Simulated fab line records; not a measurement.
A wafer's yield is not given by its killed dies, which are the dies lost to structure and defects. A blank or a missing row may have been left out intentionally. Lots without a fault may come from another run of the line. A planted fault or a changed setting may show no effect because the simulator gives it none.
8D (eight disciplines) problem report, filled in by code / flow ritCmos / the parts of the form that need people (team, actions taken, sign-off) are left out

## 1. WHAT IS WRONG
runLengthS at RIT_GATE_ETCH_19 reads a mean of 239.0 s on 1 wafer of 1 lot; wafers without a fault read 193.4 s with a standard deviation of 0.54. Relative to the usual mean, that is a shift of +84 standard deviations.
The step: etches poly-Si in SF6/CHF3/O2, stops on SiO2, time 165 s, target depth 312.5 nm.
The first sign was on wafer L860.2 at day 5 06:29, on rieSi-02. The record has a number at this step for 39 wafers belonging to 13 lots. The rule behind "out" and "out of limits": a value lying over 4 standard deviations away from the usual mean. Any other wafer with a number is counted as sound.

## 2. WHAT IT IS, WHAT IT ISN'T
question=which readings at this step | is=runLengthS, oesProductAu | is not=O2_flow_sccm, drypumpMotorCurrentA, heBacksideLeakSccm, throttleValvePct
question=which lots | is=L860 | is not=L851, L852, L853, L854, L857, L858, L863, L864, L868, L869, L871, L873
question=which wafers of those lots | is=L860.2 | is not=L860.3, L860.6
question=read on which tools | is=rieSi-02 | is not=rieSi-01
question=when | is=from day 5 06:29 | is not=up to then (20 sound wafers); but 18 sound wafers of L863, L864, L868, L869, L871, L873 came after

## 3. THE SUSPECTS, EACH WITH WHAT RULES IT OUT
Counting: if a tool at a process step up to the reading ran every lot that is out, it stays a suspect. Sound lots after the first of them don't rule it out here, since some wafers of a struck lot are sound.
- rieDiel-03 at RIT_ACTIVE_ETCH_13 (etches Si3N4 in SF6, stops on SiO2, time 210 s, target depth 210 nm): kept. L860, the lot that is out, went through it at day 3 14:57; up to then, the latest sound lot through it was L857 at day 2 22:37.
- rieSi-02 at RIT_GATE_ETCH_19 (etches poly-Si in SF6/CHF3/O2, stops on SiO2, time 165 s, target depth 312.5 nm): kept. L860, the lot that is out, went through it at day 5 06:29; up to then, the latest sound lot through it was L858 at day 4 18:30. Its own readings are out on those wafers: oesProductAu, runLengthS.
- At RIT_GATE_ETCH_19, inside rieSi-02: chamber 2 took the wafers that are out, while their sound lot-mates went through chambers 0, 1.
What counting leaves: rieDiel-03 at RIT_ACTIVE_ETCH_13 and rieSi-02 at RIT_GATE_ETCH_19.

## 4. THE CAUSE (what the simulator had put in)
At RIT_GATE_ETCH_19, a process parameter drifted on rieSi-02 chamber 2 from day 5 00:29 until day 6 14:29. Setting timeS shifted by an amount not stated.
Of the 2 suspects that counting leaves, this tool is one.

## 5. THE EFFECT CHAIN, in route order
Rows list readings where the struck wafers' mean (over those with a number) sits beyond 3 standard deviations from the usual. Scope: only readings with a usual standard deviation given in the record; hours: median across lots of the time from each lot's start at the first step in this table that gives one to its start at this step; sigmas: change in usual standard deviations.
hours=0; step=RIT_GATE_ETCH_19; reading=oesProductAu; usual=0.870 a.u.; on struck wafers=0.707; change=-0.163; sigmas=-10
hours=0; step=RIT_GATE_ETCH_19; reading=runLengthS; usual=193.4 s; on struck wafers=239.0; change=+45.6; sigmas=+84
Its process steps:
- RIT_GATE_ETCH_19: etches poly-Si in SF6/CHF3/O2, stops on SiO2, time 165 s, target depth 312.5 nm.
Later measuring or inspecting steps at which every struck wafer that the step has a row for has a number for every such reading, and none has moved that far: RIT_M1_OVL_MEAS_10.

## 6. WHAT WOULD HAVE CAUGHT IT SOONER
First out-of-limits reading in this record: day 5 06:29, which is 6 hours after fault onset at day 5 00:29.
